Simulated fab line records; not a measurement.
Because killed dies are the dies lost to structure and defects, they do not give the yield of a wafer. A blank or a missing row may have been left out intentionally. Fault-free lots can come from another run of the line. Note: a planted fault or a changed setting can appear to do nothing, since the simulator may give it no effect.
fab line records ; flow berkeley-cmos170
record lots=7; wafers=21; last-day=11
route steps=331 shown START@2 ZERO@6 NWELL@14
lots that met no fault: from a run of the same line without faults
start-h: the number of hours between the record's first day and the start of the first shown wafer of the lot ; wait-h: hours elapsed since this lot's preceding step ; " identical to the entry in the row above ; L1.1+2: a row that stands for several wafers ; - either no value or no given start ; * or withheld: withheld ; < > ~ a bound
route shown NAME@n: NAME is a module with steps in the file, n the number in the route of the first one ; usual: average and standard deviation across the fault-free wafers ; same: alike in all rows ; chamber/n: place in a boat ; sites: each site's reading ; _std_site: how widely they spread, as a standard deviation ; _edge_site: inner sites' mean taken away from outer sites' mean ; radius-mm: for every site, how far away it sits from the centre of the wafer ; mask NAME#n: copy n ; behind: tool/chamber where the wafer was last shaped ; hold: cause of the lot's hold/its duration in hours/its outcome ; device: the transistor (n, p or np) that didn't switch ; end of line: at the end of the route, the tests of the same wafers ; a step with no rows: only its recipe ; killed: at the first sort, the dies lost to defects and structure; wafer yield is something else ; map: a wafer's dies, marking killed ones x, the rest . and places with no die _
set.NAME: the setting as run; set.NAME@STEP: as run at that earlier step ; model.NAME: the simulator's own value behind a step, which no gauge read
lots at some steps of the route; a table a step, a row a wafer
services: a tool's chamber out of use, with start hour (start-h, from the record's first day; less than 0 if before it), hours out, and reason
## steps
# step UCB170_START_CLEAN_01
# recipe chemistry=dHF; dilution=25:1; time-s=60
# step UCB170_START_OXIDATION_02
# recipe temp-c=950; ambient=O2; target-thk-a=200; ox-time-s=1728
# step UCB170_START_THK_MEAS_03
# recipe reads=SiO2_of_START_OXIDATION_02
# usual START_OXIDE_THK=19.5/0.38
lot.wafer;tool;chamber;start-h;wait-h;START_OXIDE_THK[nm]
L608.2;film-metro-01;-;39.20;0.0;19.2
L608.4;film-metro-01;-;39.20;0.0;19.3
L608.5;film-metro-01;-;39.20;0.0;19.3
L610.1;film-metro-01;-;47.72;0.0;19.8
L610.2;film-metro-01;-;47.72;0.0;20.0
L610.6;film-metro-01;-;47.72;0.0;19.9
L618.2;film-metro-04;-;90.22;0.0;19.0
L618.3;film-metro-04;-;90.22;0.0;18.9
L618.6;film-metro-04;-;90.22;0.0;18.9
L619.1;film-metro-03;-;95.07;0.0;20.0
L619.2;film-metro-03;-;95.07;0.0;20.0
L619.6;film-metro-03;-;95.07;0.0;20.4
L620.3;film-metro-01;-;100.67;0.0;20.0
L620.4;film-metro-01;-;100.67;0.0;19.8
L620.5;film-metro-01;-;100.67;0.0;20.3
L625.3;film-metro-03;-;126.91;0.0;19.7
L625.4;film-metro-03;-;126.91;0.0;19.8
L625.6;film-metro-03;-;126.91;0.0;19.9
L626.3;film-metro-04;-;126.91;0.0;19.6
L626.4;film-metro-04;-;126.91;0.0;19.5
L626.6;film-metro-04;-;126.91;0.0;20.0
# step UCB170_START_ANNEAL_04
# recipe temp-c=950; time-s=1200; ambient=N2
# step UCB170_ZERO_HMDS_00
# recipe prime-time-s=60; prime-temp-c=100
# step UCB170_ZERO_COAT_01
# recipe resist=KrF; spin-rpm=1500; resist-thk-nm=900
# step UCB170_ZERO_SOFTBAKE_02
# recipe resist=KrF; temp-c=130; time-s=58.87
# step UCB170_ZERO_EXPOSE_03
# recipe mask-id=PM_MARKS; na=0.5; sigma-outer=0.6; source-shape=conventional; target-cd-nm=4000; dose-mj=30
# step UCB170_ZERO_PEB_04
# recipe peb-temp-c=130; peb-time-s=withheld; resist=KrF
# step UCB170_ZERO_DEVELOP_05
# recipe developer=TMAH; develop-time-s=45; resist=KrF; dev-temp-c=21
# step UCB170_ZERO_ETCH_06
# recipe chemistry=CHF3/CF4/Ar; target=SiO2; time-s=12; pressure-mtorr=100; rf-w=500; CHF3_flow_sccm=50; cf4-flow-sccm=10; Ar_flow_sccm=120; over-etch-frac=1.58
# usual CHF3_flow_sccm=50.00/0.16; cf4-flow-sccm=10.000/0.029; drypump-motor-current-A=5.7/0.43; oes-product-au=0.615/0.011; throttle-valve-pct=9.24/0.12
lot.wafer;tool;chamber;start-h;wait-h;CHF3_flow_sccm;cf4-flow-sccm;drypump-motor-current-A;oes-product-au;rf-hours-counter-h;throttle-valve-pct
L608.2;rie-diel-01;3;45.50;-;50.15;10.042;5.6;0.626;4;9.09
L608.4;rie-diel-01;0;45.50;-;49.83;9.956;5.2;0.628;-;9.37
L608.5;rie-diel-01;1;45.50;-;50.13;10.044;6.0;0.605;-;8.96
L610.1;rie-diel-01;3;51.32;-;50.15;9.996;5.6;0.618;4;9.12
L610.2;rie-diel-01;2;51.32;-;50.32;9.981;6.1;0.612;0;9.27
L610.6;rie-diel-01;2;51.32;-;50.05;9.980;6.1;0.613;-;9.26
L618.2;rie-diel-03;1;96.63;-;49.90;9.998;5.3;0.622;2;9.23
L618.3;rie-diel-03;2;96.63;-;49.82;9.986;5.6;0.620;85;9.25
L618.6;rie-diel-03;0;96.63;-;49.48;10.014;5.3;0.598;-;9.22
L619.1;rie-diel-02;0;100.97;-;49.97;10.051;5.3;0.637;123;9.22
L619.2;rie-diel-02;1;100.97;-;49.76;10.035;5.6;0.619;69;9.27
L619.6;rie-diel-02;2;100.97;-;50.04;9.953;6.3;0.627;-;9.36
L620.3;rie-diel-03;2;107.03;-;50.00;9.989;5.6;0.620;86;9.27
L620.4;rie-diel-03;3;107.03;-;50.03;9.973;6.6;0.613;128;9.40
L620.5;rie-diel-03;0;107.03;-;50.05;10.022;5.3;0.598;-;9.22
L625.3;rie-diel-01;2;131.67;-;50.00;10.014;6.2;0.610;2;9.27
L625.4;rie-diel-01;3;131.67;-;49.94;10.055;5.6;0.629;6;9.10
L625.6;rie-diel-01;0;131.67;-;49.99;9.992;5.2;0.625;-;9.37
L626.3;rie-diel-01;3;132.08;-;49.79;9.982;5.6;0.623;6;9.11
L626.4;rie-diel-01;0;132.08;-;50.03;10.001;5.2;0.623;32;9.38
L626.6;rie-diel-01;3;132.08;-;49.85;10.012;5.6;0.619;-;9.11
# step UCB170_ZERO_STRIP_07
# recipe chemistry=O2; power-w=400; pressure-mtorr=3500; platen-temp-c=withheld; o2-flow-sccm=400; overash-fraction=0.5
# usual drypump-motor-current-A=5.9/0.41; oes-product-au=0.727/0.0042; strip-time-to-endpoint-s=21.47/0.044
lot.wafer;tool;chamber;start-h;wait-h;drypump-motor-current-A;oes-product-au;rf-hours-counter-h;strip-time-to-endpoint-s
L608.2;plasma-asher-01;0;45.52;0.0;6.4;0.724;35;21.45
L608.4;plasma-asher-01;0;45.52;0.0;6.4;0.724;-;21.46
L608.5;plasma-asher-01;0;45.52;0.0;6.4;0.722;-;21.52
L610.1;plasma-asher-01;0;51.34;0.0;6.4;0.725;36;21.46
L610.2;plasma-asher-01;1;51.34;0.0;5.7;0.725;36;21.46
L610.6;plasma-asher-01;0;51.34;0.0;6.4;0.726;-;21.46
L618.2;plasma-asher-01;0;96.66;0.0;6.4;0.722;41;21.46
L618.3;plasma-asher-01;1;96.66;0.0;5.6;0.722;-;21.48
L618.6;plasma-asher-01;1;96.66;0.0;5.7;0.725;-;21.48
L619.1;plasma-asher-01;0;100.99;0.0;6.4;0.728;42;21.44
L619.2;plasma-asher-01;1;100.99;0.0;5.6;0.727;42;21.41
L619.6;plasma-asher-01;0;100.99;0.0;6.5;0.726;-;21.44
L620.3;plasma-asher-03;0;107.08;0.0;6.4;0.729;-;21.44
L620.4;plasma-asher-03;1;107.08;0.0;5.3;0.724;-;21.46
L620.5;plasma-asher-03;0;107.08;0.0;6.4;0.726;-;21.47
L625.3;plasma-asher-01;0;131.73;0.0;6.5;0.732;-;21.41
L625.4;plasma-asher-01;1;131.73;0.0;5.6;0.735;-;21.58
L625.6;plasma-asher-01;1;131.73;0.0;5.7;0.726;-;21.54
L626.3;plasma-asher-01;0;132.13;0.0;6.5;0.728;-;21.38
L626.4;plasma-asher-01;1;132.13;0.0;5.6;0.726;-;21.53
L626.6;plasma-asher-01;0;132.13;0.0;6.4;0.718;-;21.50
# step UCB170_NWELL_WET_ETCH_00
# recipe chemistry=dHF; dilution=25:1; target=SiO2; temp-c=25; time-s=200
# usual bath-heat-duty-pct=6.4/0.78; run-length-s=227/3.3
lot.wafer;tool;chamber;start-h;wait-h;bath-heat-duty-pct;run-length-s;model.SiO2_of_START_OXIDATION_02.thk-nm
L608.2;wet-bench-02;2;45.62;0.1;5.4;233;0
L608.4;wet-bench-02;2;45.62;0.1;5.5;233;0
L608.5;wet-bench-02;2;45.62;0.1;4.9;233;0
L610.1;wet-bench-04;3;51.54;0.2;7.8;227;0
L610.2;wet-bench-04;3;51.54;0.2;8.0;227;0
L610.6;wet-bench-04;3;51.54;0.2;6.2;227;0
L618.2;wet-bench-01;2;96.76;0.1;-;-;18.98
L618.3;wet-bench-01;2;96.76;0.1;-;-;18.92
L618.6;wet-bench-01;2;96.76;0.1;-;-;18.95
L619.1;wet-bench-01;2;101.09;0.1;-;-;19.99
L619.2;wet-bench-01;2;101.09;0.1;-;-;20.02
L619.6;wet-bench-01;2;101.09;0.1;-;-;20.38
L620.3;wet-bench-02;1;108.06;0.9;-;-;19.98
L620.4;wet-bench-02;1;108.06;0.9;-;-;19.83
L620.5;wet-bench-02;1;108.06;0.9;-;-;20.38
L625.3;wet-bench-04;2;131.83;0.1;6.6;225;0
L625.4;wet-bench-04;2;131.83;0.1;6.6;225;0
L625.6;wet-bench-04;2;131.83;0.1;6.5;225;0
L626.3;wet-bench-04;0;132.20;0.0;7.1;224;0
L626.4;wet-bench-04;0;132.20;0.0;6.5;224;0
L626.6;wet-bench-04;0;132.20;0.0;7.3;224;0
# step UCB170_NWELL_OXIDATION_01
# recipe temp-c=1000; ambient=O2; target-thk-a=264; ox-time-s=1260
## services
tool;chamber;start-h;hours;kind
rie-diel-03;2;29.65;8.3;repair
rie-diel-01;2;37.17;-;clean
rie-diel-01;2;37.17;11.1;scheduled-down
rie-diel-01;2;37.17;11.1;vent-cycle
rie-diel-01;-;40.96;0.2;repair
rie-diel-03;1;51.22;-;clean
rie-diel-03;1;51.22;15.3;scheduled-down
rie-diel-03;1;51.22;15.3;vent-cycle
rie-diel-02;3;62.97;25.6;repair
rie-diel-01;-;81.50;32.7;repair
rie-diel-03;2;83.56;1.8;repair
plasma-asher-03;-;84.24;9.9;repair
rie-diel-03;-;88.25;0.6;repair
plasma-asher-03;-;100.65;0.7;repair
plasma-asher-01;-;108.75;9.0;pm
plasma-asher-01;0;108.75;9.0;vent-cycle
plasma-asher-01;1;108.75;9.0;vent-cycle
plasma-asher-01;0;117.75;-;clean
plasma-asher-01;1;117.75;-;clean
rie-diel-02;-;123.01;2.8;pm
## key
first-sign step=UCB170_NWELL_WET_ETCH_00; reading=tool-record; direction=missing
effect none on later readings
model-effect step=UCB170_NWELL_WET_ETCH_00; value=SiO2_of_START_OXIDATION_02.thk-nm; without=0; struck=19.71
met-at UCB170_NWELL_WET_ETCH_00
struck-wafers L618.2,L618.3,L618.6,L619.1,L619.2,L619.6,L620.3,L620.4,L620.5
later-rows-left-out L618.2,L618.3,L618.6,L619.1,L619.2,L619.6,L620.3,L620.4,L620.5
sort-left-out L618.2,L618.3,L618.6,L619.1,L619.2,L619.6,L620.3,L620.4,L620.5
tester-left-out L618,L619,L620
onset-between 45.62 96.76
fault kind=skipped-step-whole; tool=wet-bench-01,wet-bench-02; chamber=-; onset-h=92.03; steps=UCB170_NWELL_WET_ETCH_00; scope=struck-lots-only
# tester-left-out: of these lots the tester's yield and bins aren't shown, on N5 and GAA mostly nor the transistor test; their killed dies are dies lost to structure and defects alone, not to doping, threshold or leakage, so they don't give the yield
# sort-left-out: the simulated sort isn't trusted on such a fault, so these wafers' sort isn't shown, and their yield isn't known
# later-rows-left-out: the simulator's readings of these wafers behind a module that went badly wrong aren't trusted and aren't shown, but for the sort
